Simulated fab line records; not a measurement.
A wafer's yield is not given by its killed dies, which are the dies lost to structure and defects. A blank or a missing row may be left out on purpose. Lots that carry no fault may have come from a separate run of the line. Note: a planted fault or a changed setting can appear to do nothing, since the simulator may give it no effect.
Split-lot experiment	flow berkeley_cmos170	on a route of 331 steps: 5 lots, 23 wafers read

ON THE SPLIT
At UCB170_M3_COAT_10 (resist thk 900 nm), the setting resist_thk_nm was moved away from the recipe's 900 nm on 6 of the 23 wafers read, by +2.0% to +5.0%. For the rest of the wafers, this setting stayed at what the recipe calls for.

FROM THE SPLIT TO THE READING: what the file shows between them, 3 steps
- UCB170_M3_SOFTBAKE_11: time 60 s
- UCB170_M3_EXPOSE_12: exposes mask METAL3, target cd 700 nm
- UCB170_M3_ETCH_17: etches BARC in N2/H2

THE READING
KrF_of_M3_COAT_10.thk_nm (the simulator's own value, which no gauge read), in nm, at UCB170_M3_METAL_ETCH_18 (etches Al in Cl2/BCl3, stops on SiO2, target depth 1170 nm, time 195 s). No usual value for it is given in the file. Here, 17 wafers ran the recipe; their average is 218.1 nm with a standard deviation of 22 nm.

wafer	tool, chamber at the split	resist_thk_nm as run, nm	against the recipe	KrF_of_M3_COAT_10.thk_nm, nm	against lot-mates on the recipe
L074.1	litho_track-01, 0	900	recipe	232.2	-
L074.2	litho_track-01, 0	900	recipe	235.5	-
L074.4	litho_track-01, 0	900	recipe	235.6	-
L074.5	litho_track-01, 0	900	recipe	239.3	-
L074.6	litho_track-01, 0	900	recipe	233.2	-
L075.2	litho_track-03, 0	917.8	+2.0%	251.6	+12.4
L075.3	litho_track-03, 0	917.8	+2.0%	236.7	-2.5
L075.4	litho_track-03, 0	900	recipe	238	-
L075.5	litho_track-03, 0	900	recipe	240.3	-
L075.6	litho_track-03, 0	917.8	+2.0%	238.8	-0.3
L078.1	litho_track-04, 0	944.8	+5.0%	243.9	+64.2
L078.2	litho_track-04, 0	944.8	+5.0%	228.1	+48.3
L078.3	litho_track-04, 0	900	recipe	179.2	-
L078.4	litho_track-04, 0	944.8	+5.0%	244.9	+65.2
L078.6	litho_track-04, 0	900	recipe	180.3	-
L077.1	litho_track-01, 0	900	recipe	226.6	-
L077.2	litho_track-01, 0	900	recipe	228.8	-
L077.3	litho_track-01, 0	900	recipe	222.5	-
L077.4	litho_track-01, 0	900	recipe	221.9	-
L077.6	litho_track-01, 0	900	recipe	226	-
L079.2	litho_track-01, 0	900	recipe	181.6	-
L079.4	litho_track-01, 0	900	recipe	200.7	-
L079.5	litho_track-01, 0	900	recipe	186.2	-

THE FIT
A straight line over all 23 wafers: KrF_of_M3_COAT_10.thk_nm changes by +4.95 nm for each +1% of resist_thk_nm; r = +0.39; the points scatter about the line by 21 nm.
The same after taking each lot's own level away (the mean of its wafers on the recipe; 23 wafers): +10.9 nm for each +1%; r = +0.91; scatter 8.7 nm.
On that fit, the largest move of resist_thk_nm shifts the reading by 54 nm.
The span of the lots' own levels, 179.75 to 239.15 nm, comes to 2.7 times the standard deviation stated above.
So the lot-to-lot level blurs the effect unless lot-mates are compared.
Check: +47.9 nm against its lot-mates is what the line predicts for one of the wafers moved furthest among these (+5.0%) when that wafer is left out of the fit. It came out at +64.2 nm against them.

ADDITIONAL SPLITS CARRIED BY THESE WAFERS
Before the reading, these wafers also passed through other splits. Each is held against what the fit with the lots' levels taken away leaves over:
other split on the same wafers	wafers away from the commonest value	r with KrF_of_M3_COAT_10.thk_nm (lot level and that fit taken away)
UCB170_PSD_IMPLANT_08 energy_kev	6	+0.59
UCB170_CONTACT_COAT_10 resist_thk_nm	8	+0.04
UCB170_M1_SPUTTER_00 time_s	7	+0.09
UCB170_V2_COAT_07 spin_rpm	8	+0.19
UCB170_M3_SPUTTER_01 power_w	6	+0.13

THE WHOLE CHAIN: every reading that the file lists as answering this split, in the file's order
step	what it does	reading	change (the file's fit)	r (the file's)
UCB170_M3_COAT_10	resist thk 900 nm	KrF_of_M3_COAT_10.thk_nm (the simulator's own value, which no gauge read)	+9.18 nm for each +1% of the setting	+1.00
UCB170_M3_METAL_ETCH_18	etches Al in Cl2/BCl3, stops on SiO2, target depth 1170 nm, time 195 s	KrF_of_M3_COAT_10.thk_nm (the simulator's own value, which no gauge read)	+10.5 nm for each +1% of the setting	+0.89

THE FILE'S OWN FIT
KrF_of_M3_COAT_10.thk_nm changes by +10.5 nm for each +1% of resist_thk_nm, r = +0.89.
